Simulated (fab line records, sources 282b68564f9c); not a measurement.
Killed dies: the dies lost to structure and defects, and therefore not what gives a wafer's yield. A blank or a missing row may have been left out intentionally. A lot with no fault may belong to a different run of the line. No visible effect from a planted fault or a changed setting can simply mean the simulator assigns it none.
Lot-split experiment || flow rit_cmos || 23 wafers read from 5 lots, route of 202 steps

== THE SPLIT ITSELF ==
At RIT_GATE_CVD_08 (deposits poly-Si from SiH4, target thk 250 nm, time 2220 s), the setting sih4_flow_sccm was moved away from the recipe's 100 sccm on 20 of the 23 wafers read, by -10.7% to +13.8%. This setting was run at the recipe's value on the other wafers.

== FROM THE SPLIT TO THE READING: what the file shows between them, 3 steps ==
- RIT_GATE_THK_MEAS_09
- RIT_GATE_DEVELOP_15: develop time 50 s (also split here: dev_temp_c)
- RIT_GATE_HARDBAKE_18: time 60 s

== THE READING ==
oes_product_au, in a.u., at RIT_GATE_ETCH_19 (etches poly-Si in SF6/CHF3/O2, stops on SiO2, time 165 s, target depth 312.5 nm). Typical for fault-free wafers on this fab line: 0.861 a.u., with standard deviation 0.014 a.u.

{"wafer": "L074.1", "tool, chamber at the split": "-, -", "sih4_flow_sccm as run, sccm": 89.29, "against the recipe": "-10.7%", "oes_product_au, a.u.": 0.815, "against lot-mates on the recipe": "no lot-mate on the recipe"}
{"wafer": "L074.2", "tool, chamber at the split": "-, -", "sih4_flow_sccm as run, sccm": 89.29, "against the recipe": "-10.7%", "oes_product_au, a.u.": 0.801, "against lot-mates on the recipe": "no lot-mate on the recipe"}
{"wafer": "L074.4", "tool, chamber at the split": "-, -", "sih4_flow_sccm as run, sccm": 89.29, "against the recipe": "-10.7%", "oes_product_au, a.u.": 0.777, "against lot-mates on the recipe": "no lot-mate on the recipe"}
{"wafer": "L074.5", "tool, chamber at the split": "-, -", "sih4_flow_sccm as run, sccm": 89.29, "against the recipe": "-10.7%", "oes_product_au, a.u.": 0.784, "against lot-mates on the recipe": "no lot-mate on the recipe"}
{"wafer": "L074.6", "tool, chamber at the split": "-, -", "sih4_flow_sccm as run, sccm": 89.29, "against the recipe": "-10.7%", "oes_product_au, a.u.": 0.813, "against lot-mates on the recipe": "no lot-mate on the recipe"}
{"wafer": "L075.1", "tool, chamber at the split": "-, -", "sih4_flow_sccm as run, sccm": 95.74, "against the recipe": "-4.3%", "oes_product_au, a.u.": 0.835, "against lot-mates on the recipe": "no lot-mate on the recipe"}
{"wafer": "L075.2", "tool, chamber at the split": "-, -", "sih4_flow_sccm as run, sccm": 95.74, "against the recipe": "-4.3%", "oes_product_au, a.u.": 0.826, "against lot-mates on the recipe": "no lot-mate on the recipe"}
{"wafer": "L075.3", "tool, chamber at the split": "-, -", "sih4_flow_sccm as run, sccm": 95.74, "against the recipe": "-4.3%", "oes_product_au, a.u.": 0.814, "against lot-mates on the recipe": "no lot-mate on the recipe"}
{"wafer": "L075.5", "tool, chamber at the split": "-, -", "sih4_flow_sccm as run, sccm": 95.74, "against the recipe": "-4.3%", "oes_product_au, a.u.": 0.837, "against lot-mates on the recipe": "no lot-mate on the recipe"}
{"wafer": "L075.6", "tool, chamber at the split": "-, -", "sih4_flow_sccm as run, sccm": 95.74, "against the recipe": "-4.3%", "oes_product_au, a.u.": 0.824, "against lot-mates on the recipe": "no lot-mate on the recipe"}
{"wafer": "L076.2", "tool, chamber at the split": "-, -", "sih4_flow_sccm as run, sccm": 92.35, "against the recipe": "-7.7%", "oes_product_au, a.u.": 0.828, "against lot-mates on the recipe": "no lot-mate on the recipe"}
{"wafer": "L076.3", "tool, chamber at the split": "-, -", "sih4_flow_sccm as run, sccm": 92.35, "against the recipe": "-7.7%", "oes_product_au, a.u.": 0.802, "against lot-mates on the recipe": "no lot-mate on the recipe"}
{"wafer": "L076.4", "tool, chamber at the split": "-, -", "sih4_flow_sccm as run, sccm": 92.35, "against the recipe": "-7.7%", "oes_product_au, a.u.": 0.811, "against lot-mates on the recipe": "no lot-mate on the recipe"}
{"wafer": "L076.5", "tool, chamber at the split": "-, -", "sih4_flow_sccm as run, sccm": 92.35, "against the recipe": "-7.7%", "oes_product_au, a.u.": 0.819, "against lot-mates on the recipe": "no lot-mate on the recipe"}
{"wafer": "L076.6", "tool, chamber at the split": "-, -", "sih4_flow_sccm as run, sccm": 92.35, "against the recipe": "-7.7%", "oes_product_au, a.u.": 0.830, "against lot-mates on the recipe": "no lot-mate on the recipe"}
{"wafer": "L081.1", "tool, chamber at the split": "-, -", "sih4_flow_sccm as run, sccm": 113.8, "against the recipe": "+13.8%", "oes_product_au, a.u.": 0.946, "against lot-mates on the recipe": "no lot-mate on the recipe"}
{"wafer": "L081.2", "tool, chamber at the split": "-, -", "sih4_flow_sccm as run, sccm": 113.8, "against the recipe": "+13.8%", "oes_product_au, a.u.": 0.970, "against lot-mates on the recipe": "no lot-mate on the recipe"}
{"wafer": "L081.3", "tool, chamber at the split": "-, -", "sih4_flow_sccm as run, sccm": 113.8, "against the recipe": "+13.8%", "oes_product_au, a.u.": 0.969, "against lot-mates on the recipe": "no lot-mate on the recipe"}
{"wafer": "L081.4", "tool, chamber at the split": "-, -", "sih4_flow_sccm as run, sccm": 113.8, "against the recipe": "+13.8%", "oes_product_au, a.u.": 0.950, "against lot-mates on the recipe": "no lot-mate on the recipe"}
{"wafer": "L081.5", "tool, chamber at the split": "-, -", "sih4_flow_sccm as run, sccm": 113.8, "against the recipe": "+13.8%", "oes_product_au, a.u.": 0.951, "against lot-mates on the recipe": "no lot-mate on the recipe"}
{"wafer": "L083.1", "tool, chamber at the split": "lpcvd-02, 0", "sih4_flow_sccm as run, sccm": 100, "against the recipe": "recipe", "oes_product_au, a.u.": 0.882, "against lot-mates on the recipe": "-"}
{"wafer": "L083.3", "tool, chamber at the split": "lpcvd-02, 0", "sih4_flow_sccm as run, sccm": 100, "against the recipe": "recipe", "oes_product_au, a.u.": 0.855, "against lot-mates on the recipe": "-"}
{"wafer": "L083.5", "tool, chamber at the split": "lpcvd-02, 0", "sih4_flow_sccm as run, sccm": 100, "against the recipe": "recipe", "oes_product_au, a.u.": 0.872, "against lot-mates on the recipe": "-"}

THE FIT
A straight line over all 23 wafers: oes_product_au changes by +0.00658 a.u. for each +1% of sih4_flow_sccm; r = +0.98; the points scatter about the line by 0.013 a.u.
Too few moved wafers have a lot-mate on the recipe to fit a line with each lot's own level taken away.

== THE WHOLE CHAIN: every reading that the file lists as answering this split, in the file's order ==
{"step": "RIT_GATE_CVD_08", "what it does": "deposits poly-Si from SiH4, target thk 250 nm, time 2220 s", "reading": "poly-Si_of_GATE_CVD_08.thk_nm (the simulator's own value, which no gauge read)", "change (the file's fit)": "+2.63 nm for each +1% of the setting", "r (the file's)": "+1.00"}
{"step": "RIT_GATE_THK_MEAS_09", "what it does": "", "reading": "GATE_POLY_THK", "change (the file's fit)": "+2.63 for each +1% of the setting", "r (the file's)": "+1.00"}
{"step": "RIT_GATE_ETCH_19", "what it does": "etches poly-Si in SF6/CHF3/O2, stops on SiO2, time 165 s, target depth 312.5 nm", "reading": "oes_product_au", "change (the file's fit)": "+0.00657 a.u. for each +1% of the setting", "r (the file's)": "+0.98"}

== FILE'S OWN FIT ==
oes_product_au changes by +0.00657 a.u. for each +1% of sih4_flow_sccm, r = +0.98.
